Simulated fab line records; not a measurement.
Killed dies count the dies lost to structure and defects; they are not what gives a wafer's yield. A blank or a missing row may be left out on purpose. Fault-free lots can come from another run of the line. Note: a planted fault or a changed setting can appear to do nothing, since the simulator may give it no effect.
fab line records	flow berkeleyCmos170
record lots=6	wafers=18	lastDay=12
route steps=331 shown GATE@138 PLDD@145
lots untouched by any fault: they come from a run of this same line in which no faults occurred
startH: hours from the record's first day to the start of the lot's first wafer shown	waitH: hours elapsed since this lot's preceding step	" unchanged from the row above	L1.1+2: several wafers, shown together as one row	- either no value or no given start	* or withheld: withheld	< > ~ a bound
route shown NAME@n: a module of which the file shows steps, and the number in the route of the first	usual: mean and standard deviation over wafers with no fault	same: alike in all rows	chamber/n: place in a boat	sites: each site's reading	_std_site: their standard deviation	_edge_site: mean of outer sites minus mean of inner sites	radiusMm: how far each site lies from the wafer's centre	mask NAME#n: copy n	behind: tool/chamber where the wafer was last shaped	hold: what put the lot on hold/how long, in hours/how the hold closed	device: names the non-switching transistor (n, p or np)	end of line: the tests these same wafers got at the end of their route	a step with no rows: only its recipe	killed: not the wafer's yield, but the dies lost to structure and defects at the first sort	map: per-die view of a wafer (x killed, . not killed, _ where there is no die)
set.NAME: the run value of the setting; set.NAME@STEP: its run value at that earlier step	model.NAME: the simulator's own value behind a step, which no gauge read
a table for each step, a row for each wafer; lots at some steps of the route
services: from which hour (startH, from the record's first day; less than 0 if before it) a tool's chamber was out of use, for how many hours, and why
## steps
# step UCB170_GATE_CD_MEAS_12
# recipe targetCdNm=350
# usual cdNm=350.0/1.2
lot.wafer	tool	chamber	startH	waitH	cdNm
L790.2	cdSem-02	-	153.80	-	351.0
L790.3	"	-	"	"	350.2
L790.6	"	-	"	"	351.6
L792.2	cdSem-01	-	161.35	-	350.0
L792.4	"	-	"	"	351.1
L792.5	"	-	"	"	350.2
L794.4	cdSem-01	-	170.97	-	348.5
L794.5	"	-	"	"	349.2
L794.6	"	-	"	"	349.3
L796.1	cdSem-02	-	171.03	-	347.1
L796.4	"	-	"	"	348.8
L796.5	"	-	"	"	347.2
L803.1	cdSem-01	-	222.84	-	349.6
L803.3	"	-	"	"	348.3
L803.5	"	-	"	"	349.2
L805.1	cdSem-02	-	239.40	-	350.7
L805.4	"	-	"	"	350.7
L805.5	"	-	"	"	349.2
# step UCB170_GATE_OVL_MEAS_13
# usual GATE_OVL=-2/4.6
lot.wafer	tool	chamber	startH	waitH	GATE_OVL[nm]
L790.2	overlay-02	-	153.90	0.1	-2
L790.3	"	-	"	"	-2
L790.6	"	-	"	"	6
L792.2	overlay-01	-	161.46	0.1	-2
L792.4	"	-	"	"	-8
L792.5	"	-	"	"	-7
L794.4	overlay-01	-	171.05	0.1	-4
L794.5	"	-	"	"	-1
L794.6	"	-	"	"	-5
L796.1	overlay-02	-	171.15	0.1	-2
L796.4	"	-	"	"	-6
L796.5	"	-	"	"	-6
L803.1	overlay-01	-	222.96	0.1	-2
L803.3	"	-	"	"	-4
L803.5	"	-	"	"	-9
L805.1	overlay-01	-	239.52	0.1	-7
L805.4	"	-	"	"	-12
L805.5	"	-	"	"	-1
# step UCB170_GATE_ETCH_14
# recipe chemistry=N2/H2	targetDepthA=withheld	overetchA=withheld	target=BARC	timeS=withheld	sourceW=500	biasW=100	pressureMtorr=30	n2FlowSccm=100	h2FlowSccm=200
# usual chamberPressureMTorr=30.000/0.028	drypumpMotorCurrentA=5.9/0.35	oesProductAu=0.998/0.014	throttleValvePct=13.36/0.14
lot.wafer	tool	chamber	startH	waitH	chamberPressureMTorr	drypumpMotorCurrentA	oesProductAu	throttleValvePct
L790.2	rieDiel-01	3	153.93	0.0	29.973	5.4	0.984	13.20
L790.3	"	1	"	"	30.029	6.1	1.014	13.39
L790.6	"	1	"	"	29.983	6.2	1.032	13.38
L792.2	rieDiel-04	0	161.49	0.0	29.981	6.2	0.994	13.43
L792.4	"	1	"	"	30.022	5.6	0.994	13.56
L792.5	"	0	"	"	29.940	6.2	1.009	13.42
L794.4	rieDiel-04	0	171.07	0.0	29.998	6.2	1.001	13.42
L794.5	"	3	"	"	29.991	6.0	0.994	13.47
L794.6	"	0	"	"	30.019	6.2	1.002	13.42
L796.1	rieDiel-01	1	171.19	0.0	30.005	6.2	1.033	13.40
L796.4	"	3	"	"	30.008	5.4	0.980	13.21
L796.5	"	0	"	"	29.982	6.2	1.005	13.19
L803.1	rieDiel-04	1	223.00	0.0	29.996	5.6	0.993	13.56
L803.3	"	3	"	"	30.000	6.0	1.002	13.48
L803.5	"	2	"	"	30.019	6.5	1.012	13.33
L805.1	rieDiel-04	0	239.55	0.0	29.988	6.2	0.995	13.43
L805.4	"	3	"	"	29.966	6.0	0.994	13.47
L805.5	"	0	"	"	29.939	6.2	0.995	13.42
# step UCB170_GATE_ETCH_15
# recipe chemistry=HBr/Cl2	target=poly-Si	stopOn=SiO2	overEtchFrac=0.3	icpW=300	biasW=150	timeS=56.3	pressureMtorr=15	HBr_flow_sccm=150	Cl2_flow_sccm=50	targetDepthA=2782
# usual chamberPressureMTorr=15.000/0.012	drypumpMotorCurrentA=5.6/0.39	oesProductAu=0.852/0.018	throttleValvePct=26.38/0.2
lot.wafer	tool	chamber	startH	waitH	chamberPressureMTorr	drypumpMotorCurrentA	oesProductAu	rfHoursCounterH	throttleValvePct
L790.2	rieSi-01	0	153.98	-	15.013	5.9	0.885	62	26.61
L790.3	"	1	"	"	14.998	5.5	0.855	57	26.49
L790.6	"	0	"	"	14.984	5.9	0.894	-	26.62
L792.2	rieSi-01	0	161.53	-	14.984	5.9	0.878	62	26.60
L792.4	"	2	"	"	15.001	5.2	0.841	38	26.53
L792.5	"	0	"	"	14.997	5.9	0.882	-	26.61
L794.4	rieSi-02	3	171.11	-	14.996	5.6	0.836	2	26.57
L794.5	"	1	"	"	14.993	5.0	0.879	-	26.45
L794.6	"	2	"	"	15.005	6.0	0.858	-	26.32
L796.1	rieSi-02	0	171.23	-	15.018	6.0	0.844	52	26.03
L796.4	"	1	"	"	15.004	5.0	0.876	38	26.44
L796.5	"	0	"	"	14.997	6.0	0.832	-	26.03
L803.1	rieSi-01	3	223.04	-	14.993	6.0	0.852	0	26.26
L803.3	"	2	"	"	15.026	5.1	0.848	38	26.51
L803.5	"	1	"	"	15.007	5.5	0.853	-	26.49
L805.1	rieSi-02	3	239.59	-	15.009	5.6	0.834	2	26.57
L805.4	"	1	"	"	15.012	5.0	0.865	38	26.43
L805.5	"	1	"	"	15.016	5.0	0.862	-	26.45
# step UCB170_GATE_STRIP_16
# recipe chemistry=O2	powerW=400	pressureMtorr=3500	platenTempC=withheld	o2FlowSccm=400	overashFraction=0.5
# usual chamberPressureMTorr=3501/3.7	drypumpMotorCurrentA=6.0/0.44	oesProductAu=0.725/0.0044
lot.wafer	tool	chamber	startH	waitH	chamberPressureMTorr	drypumpMotorCurrentA	oesProductAu	rfHoursCounterH
L790.2	plasmaAsher-03	0	154.02	0.0	3497	6.0	0.723	40
L790.3	"	0	"	"	3501	6.0	0.728	-
L790.6	"	1	"	"	3499	5.7	0.723	-
L792.2	plasmaAsher-04	0	161.58	0.0	3498	6.6	0.723	45
L792.4	"	1	"	"	3503	5.9	0.725	-
L792.5	"	0	"	"	3508	6.6	0.723	-
L794.4	plasmaAsher-03	1	171.19	0.1	3504	5.7	0.722	-
L794.5	"	1	"	"	3501	5.7	0.723	-
L794.6	"	0	"	"	3492	6.1	0.726	-
L796.1	plasmaAsher-04	1	171.28	0.0	3498	5.9	0.725	46
L796.4	"	1	"	"	3499	5.9	0.720	-
L796.5	"	1	"	"	3499	5.9	0.725	-
L803.1	plasmaAsher-02	0	223.09	0.0	3510	5.2	0.722	11
L803.3	"	0	"	"	3492	5.2	0.723	-
L803.5	"	0	"	"	3505	5.2	0.735	-
L805.1	plasmaAsher-02	0	239.64	0.0	3503	5.2	0.733	13
L805.4	"	0	"	"	3511	5.1	0.736	-
L805.5	"	1	"	"	3501	6.3	0.725	-
# step UCB170_GATE_CD_MEAS_90
# recipe targetCdNm=350
# usual cdNm=350.0/1.4
lot.wafer	tool	chamber	startH	waitH	cdNm
L790.2	cdSem-01	-	154.14	0.1	350.6
L790.3	"	-	"	"	350.9
L790.6	"	-	"	"	352.0
L792.2	cdSem-02	-	161.70	0.1	349.9
L792.4	"	-	"	"	351.0
L792.5	"	-	"	"	350.5
L794.4	cdSem-02	-	171.32	0.1	348.5
L794.5	"	-	"	"	348.3
L794.6	"	-	"	"	349.0
L796.1	cdSem-01	-	171.43	0.1	347.1
L796.4	"	-	"	"	348.8
L796.5	"	-	"	"	346.7
L803.1	cdSem-01	-	223.20	0.1	349.5
L803.3	"	-	"	"	347.5
L803.5	"	-	"	"	349.6
L805.1	cdSem-01	-	239.74	0.1	351.1
L805.4	"	-	"	"	350.4
L805.5	"	-	"	"	349.7
# step UCB170_GATE_CLEAN_17
# recipe chemistry=SPM	tempC=120	timeS=600
# step UCB170_PLDD_HMDS_00
# recipe primeTimeS=60	primeTempC=100
# step UCB170_PLDD_COAT_01
# recipe resist=KrF	spinRpm=1500	resistThkNm=900
# step UCB170_PLDD_SOFTBAKE_02
# recipe resist=KrF	tempC=130	timeS=60
# step UCB170_PLDD_EXPOSE_03
# recipe maskId=PSELECT	na=0.5	sigmaOuter=0.6	sourceShape=conventional	targetCdNm=1200	doseMj=30
# step UCB170_PLDD_PEB_04
# recipe pebTempC=130	pebTimeS=withheld	resist=KrF
# step UCB170_PLDD_DEVELOP_05
# recipe developer=TMAH	developTimeS=45	resist=KrF	devTempC=21
# usual chillPlateTempC=23.01/0.09	developTimeS=45/0	resistLineTempC=23.00/0.098
lot.wafer	tool	chamber	startH	waitH	chillPlateTempC	developTimeS	resistLineTempC	model.KrF_of_PLDD_COAT_01.thkNm
L790.2	lithoTrack-04	0	155	-	23.08	45	23.06	886.9
L790.3	"	0	"	"	23.01	45	22.96	888.2
L790.6	"	0	"	"	23.15	45	22.98	888.4
L792.2	lithoTrack-02	0	163	-	22.90	45	23.19	885.3
L792.4	"	0	"	"	23.11	45	23.10	882.7
L792.5	"	0	"	"	22.83	45	22.94	884.3
L794.4	lithoTrack-04	-	173	-	-	-	-	897.2
L794.5	"	-	"	"	-	-	-	894.1
L794.6	"	-	"	"	-	-	-	897.3
L796.1	lithoTrack-03	-	173	-	-	-	-	901.6
L796.4	"	-	"	"	-	-	-	900.4
L796.5	"	-	"	"	-	-	-	900.5
L803.1	lithoTrack-04	0	225	-	22.85	45	23.13	886.1
L803.3	"	0	"	"	23.08	45	23.08	887.1
L803.5	"	0	"	"	22.98	45	23.04	886.9
L805.1	lithoTrack-03	0	240	-	23.00	45	22.94	890.2
L805.4	"	0	241	-	23.01	45	22.94	888.9
L805.5	"	0	"	"	22.82	45	22.94	890.5
# step UCB170_PLDD_CD_MEAS_06
# recipe targetCdNm=1200
# usual cdNm=1199.9/1.3
lot.wafer	tool	chamber	startH	waitH	cdNm
L790.2	cdSem-02	-	155.53	-	1200.9
L790.3	"	-	"	"	1201.7
L790.6	"	-	"	"	1201.4
L792.2	cdSem-01	-	163.29	-	1200.2
L792.4	"	-	"	"	1199.9
L792.5	"	-	"	"	1201.1
L794.4	cdSem-02	-	173.23	-	-
L794.5	"	-	"	"	-
L794.6	"	-	"	"	-
L796.1	cdSem-02	-	173.76	-	-
L796.4	"	-	"	"	-
L796.5	"	-	"	"	-
L803.1	cdSem-02	-	225.26	-	1198.5
L803.3	"	-	"	"	1197.8
L803.5	"	-	"	"	1197.5
L805.1	cdSem-02	-	241.07	-	1200.1
L805.4	"	-	"	"	1200.6
L805.5	"	-	"	"	1201.1
## services
tool	chamber	startH	hours	kind
plasmaAsher-03	-	162.56	2.8	pm
rieSi-01	-	168.31	4.3	pm
lithoTrack-02	-	170.91	-	consumableReplace:filter
rieDiel-01	0	171.49	-	clean
rieDiel-01	0	171.49	24.8	scheduledDown
rieDiel-01	0	171.49	24.8	ventCycle
rieSi-01	2	176.62	43.3	repair
rieDiel-01	1	181.77	15.1	repair
plasmaAsher-02	-	199.08	1.6	repair
rieDiel-04	2	230.32	-	clean
rieDiel-04	2	230.32	20.0	scheduledDown
rieDiel-04	2	230.32	20.0	ventCycle
rieSi-01	-	232.77	14.6	pm
## key
firstSign step=UCB170_PLDD_DEVELOP_05	reading=toolRecord	direction=missing
effect none on later readings
modelEffect step=UCB170_PLDD_DEVELOP_05	value=KrF_of_PLDD_COAT_01.thkNm	without=884.3	struck=898.5
metAt UCB170_PLDD_DEVELOP_05
struckWafers L794.4,L794.5,L794.6,L796.1,L796.4,L796.5
sortLeftOut L794.4,L794.5,L794.6,L796.1,L796.4,L796.5
testerLeftOut L794,L796
onsetBetween 155 173
fault kind=skippedStepWhole	tool=lithoTrack-03,lithoTrack-04	chamber=-	onsetH=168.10	steps=UCB170_PLDD_DEVELOP_05	scope=struckLotsOnly
# testerLeftOut: of these lots the tester's yield and bins aren't shown, on N5 and GAA mostly nor the transistor test; their killed dies are dies lost to structure and defects alone, not to doping, threshold or leakage, so they don't give the yield
# sortLeftOut: the simulated sort isn't trusted on such a fault, so these wafers' sort isn't shown, and their yield isn't known
